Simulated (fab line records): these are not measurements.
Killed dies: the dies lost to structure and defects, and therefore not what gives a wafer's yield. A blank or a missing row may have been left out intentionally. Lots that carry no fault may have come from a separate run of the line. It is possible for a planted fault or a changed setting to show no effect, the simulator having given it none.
What tool caused it? / flow berkeley-cmos170 / route of 331 steps, sampled at 1 step: 7 lots, 21 wafers

## WHAT THE GAUGES READ, wafer by wafer
UCB170_GATE_CD_MEAS_12: the cd target is 350 nm.
lot=L636; measured=day 7 19:20; on=cd-sem-01; cd-nm (nm)=352.0 351.5 351.3
lot=L638; measured=day 8 08:47; on=cd-sem-01; cd-nm (nm)=348.4 348.7 350.5
lot=L640; measured=day 8 15:13; on=cd-sem-01; cd-nm (nm)=348.8 349.7 348.1
lot=L645; measured=day 9 16:17; on=cd-sem-01; cd-nm (nm)=352.1 352.0 351.7
lot=L648; measured=day 10 04:01; on=cd-sem-02; cd-nm (nm)=350.7 349.6 349.7
lot=L654; measured=day 11 01:48; on=cd-sem-01; cd-nm (nm)=348.4 347.6 349.3
lot=L656; measured=day 11 16:05; on=cd-sem-01; cd-nm (nm)=349.1 350.3 350.0

## TOOL THAT RAN EACH LOT (tool first, then ch and the chambers of the sampled wafers, then the start)
The record shows no process step preceding these readings.

## THE ANSWER, worked out from the rows above alone
Rule: the usual values come from the lots themselves. The widest of any qualifying gaps counts: lots, ordered by their means at a reading, are off when they make up no more than a third of the lots, leave a main group of 4 or more, and stand apart from it by 3 or more times the standard deviation of that group's means. If all means in a main group match to the digits the tables above print for the reading, that group is not used. A lot without any number at a reading at which 4 lots or more have one is off too. Any other lot the step has rows for is counted as sound.
Nothing can be told from this: no lot is off at any reading shown.

## WHAT THE SIMULATOR HAD PUT IN
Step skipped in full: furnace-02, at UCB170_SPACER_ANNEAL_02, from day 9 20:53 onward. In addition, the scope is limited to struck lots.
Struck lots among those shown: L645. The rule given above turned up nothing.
